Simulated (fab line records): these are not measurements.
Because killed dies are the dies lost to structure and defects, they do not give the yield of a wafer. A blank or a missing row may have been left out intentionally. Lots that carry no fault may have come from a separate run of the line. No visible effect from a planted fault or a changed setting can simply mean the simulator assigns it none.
Matching of chambers | flow berkeley cmos170 | UCB170_FIELD_WET_ETCH_05 on wet bench-04 has 3 sister chambers
The step etches Si3N4 in H3PO4, time 12600 s. 6 wafers are shown with their chamber, then 5 later ones without.

== WAFERS WITH THEIR CHAMBER ==
wafer  | chamber | bath guard temp C (C) | bath heat duty pct (%)
L983.4 | 1       | 160.2                 | 31.1
L983.6 | 1       | 160.0                 | 28.7
L989.4 | 3       | 160.6                 | 26.2
L989.5 | 3       | 160.6                 | 22.7
L100.6 | 0       | 159.4                 | 29.7
L997.4 | 0       | 159.6                 | 30.1

== WAFERS MISSING THEIR CHAMBER ==
wafer  | bath guard temp C (C) | bath heat duty pct (%)
L997.5 | 159.1                 | 30.1
L997.6 | 159.6                 | 30.6
L101.1 | 159.5                 | 28.8
L101.4 | 159.7                 | 31.1
L101.5 | 159.6                 | 31.6

== CHAMBER TAKEN BY EACH ==
wafer  | from the rows above     | in truth
L997.5 | 0                       | 0
L997.6 | 0                       | 0
L101.1 | 0                       | 0
L101.4 | can't be placed: 0 or 1 | 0
L101.5 | 0                       | 0
Placed correctly: 4 of 5. Not placeable from these rows: 1 (in 1, the candidates include the true chamber). Wrongly placed: 0.
How it was worked out, from the rows above alone: a wafer's distance from a chamber is the root of the sum, over the readings, of the square of ((its reading less the chamber's mean) divided by the reading's scatter). If the next closest chamber is less than 2 further off than the closest, the wafer can't be placed; otherwise it belongs to the closest. For every chamber, the mean is computed from those of its wafers that are shown. The scatter is the square root of a quotient: the sum, over the shown wafers, of each reading's squared deviation from its chamber's mean, divided by wafers minus chambers.
